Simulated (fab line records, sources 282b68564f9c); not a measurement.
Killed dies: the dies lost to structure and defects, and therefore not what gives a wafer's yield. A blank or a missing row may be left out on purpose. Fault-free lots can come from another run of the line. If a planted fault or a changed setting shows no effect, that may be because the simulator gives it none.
A lot that was struck, set against a sound lot    flow rit cmos    17 out of 202 route steps
Sound: the wafers L381.1, L381.3, L381.6. The struck wafers were L396.1, L396.2, L396.5. At the end, the cause is stated.
For every step that has rows: the tool of each side, followed by ch and its chambers, followed by its first start. Under that, the readings that differ: sound wafers    struck wafers    difference of the means    sigmas: that difference in standard deviations of wafers without a fault.
alike: a reading whose means differ by less than 2 such deviations, as well as words and numbers matching on both sides. not compared: withheld readings; readings where some wafer has no value; bounds like >300 that might hide an equal value; numbers whose values overlap and for which the record gives no deviation.
Wherever a step has rows on one side only, a row that says differs or no value, or a row with sigmas, the two part there. Non-overlapping numbers with no deviation appear without sigmas and do not part them. A reading that every wafer of one side lacks parts them only if that side has two wafers or more.

RIT_NWELL_TW_MEAS_10:
  sound on film metro-02 at day 1 22:21; struck on film metro-02 at day 5 02:30
  alike: NWELL_TW
then, 6 steps without rows for these wafers: RIT_PWELL_HMDS_00 (prime time 60 s); RIT_PWELL_COAT_01 (resist thk 1286 nm); RIT_PWELL_SOFTBAKE_02 (time 60 s); RIT_PWELL_EXPOSE_03 (exposes mask M3, target cd 43700 nm); RIT_PWELL_PEB_04; RIT_PWELL_DEVELOP_05 (develop time 68 s).
RIT_PWELL_OVL_MEAS_06:
  sound on overlay-02 at day 1 23:25; struck on overlay-02 at day 5 03:29
  alike: PWELL_OVL
then, 2 steps without rows for these wafers: RIT_PWELL_HARDBAKE_07 (time 120 s); RIT_PWELL_IMPLANT_08.
RIT_PWELL_STRIP_09: strips in O2, time 180 s.
  sound on plasma asher-03 ch 0,1, day 1 23:51; struck on plasma asher-04 ch 0,1, day 5 03:55
  alike: drypump motor current A
  not compared: rf hours counter h
RIT_PWELL_TW_MEAS_10:
  sound on film metro-04 at day 2 00:02; struck on film metro-04 at day 5 04:06
  alike: PWELL_TW
RIT_WELLDRIVE_ANNEAL_00: time 14700 s.
  sound on furnace-01 ch 0, day 2 00:19; struck on furnace-01 ch 0, day 5 05:16
reading           sound              struck             difference  sigmas
run length s (s)  18289 18289 18289  12402 12402 12402  -5887       -99 or more
  alike: tube center temp C
RIT_WELLDRIVE_RS_MEAS_01: uses a four-point probe to measure.
  sound on film metro-04 at day 2 05:24; struck on film metro-03 at day 5 10:21
reading            sound              struck             difference  sigmas
NWELL_RS (ohm/sq)  275.7 275.6 275.7  301.6 301.1 301.2  +25.6       +41
RIT_WELLDRIVE_RS_MEAS_02: uses a four-point probe to measure.
  sound on film metro-04 at day 2 05:31; struck on film metro-03 at day 5 10:28
reading            sound              struck             difference  sigmas
PWELL_RS (ohm/sq)  425.9 427.9 425.7  453.2 453.8 453.6  +27.0       +23
then, 1 step without rows for these wafers: RIT_NRETRO_HMDS_00 (prime time 60 s).
RIT_M1_PROBE_99:
  sound on prober-02 at day 3 09:40; struck on prober-01 at day 6 18:12
reading                              sound              struck             difference  sigmas
model.etest.pmos_0p3.r on ohm um     6179 6135 6199     6277 6306 6349     +140        
model.etest.nwell pinched.rs ohm sq  337.3 334 341.2    386.9 384.6 385.7  +48.2       
model.etest.pwell pinched.rs ohm sq  463.4 452.6 449.1  472.5 483.2 479.4  +23.3       
model.etest.pwell.rs ohm sq          414 414.3 403.7    427.9 435.1 431.2  +20.7       
model.etest.nmos narrow.drive ua um  236.9 237.8 236.3  230.5 234.7 228.8  -5.7        
model.etest.nmos_0p3.drive ua um     229.2 230.6 230.1  224.4 223.4 222.1  -6.7        
model.etest.pmos narrow.drive ua um  105.1 106 106.1    102.6 103.1 100.8  -3.6        
  alike: killed_at_M0_to_M3, killed at front end, killed dies, killed open, killed short
  not compared: model.etest.pmos_0p15.drive ua um

## WHERE THEY PART
First at RIT_WELLDRIVE_ANNEAL_00; last, within this record, at RIT_WELLDRIVE_RS_MEAS_02. Later steps at which nothing parts them and some readings are alike: RIT_M1_PROBE_99.

WHY: what had been put in by the simulator
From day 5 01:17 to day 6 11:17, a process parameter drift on furnace-01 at RIT_WELLDRIVE_ANNEAL_00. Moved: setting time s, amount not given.
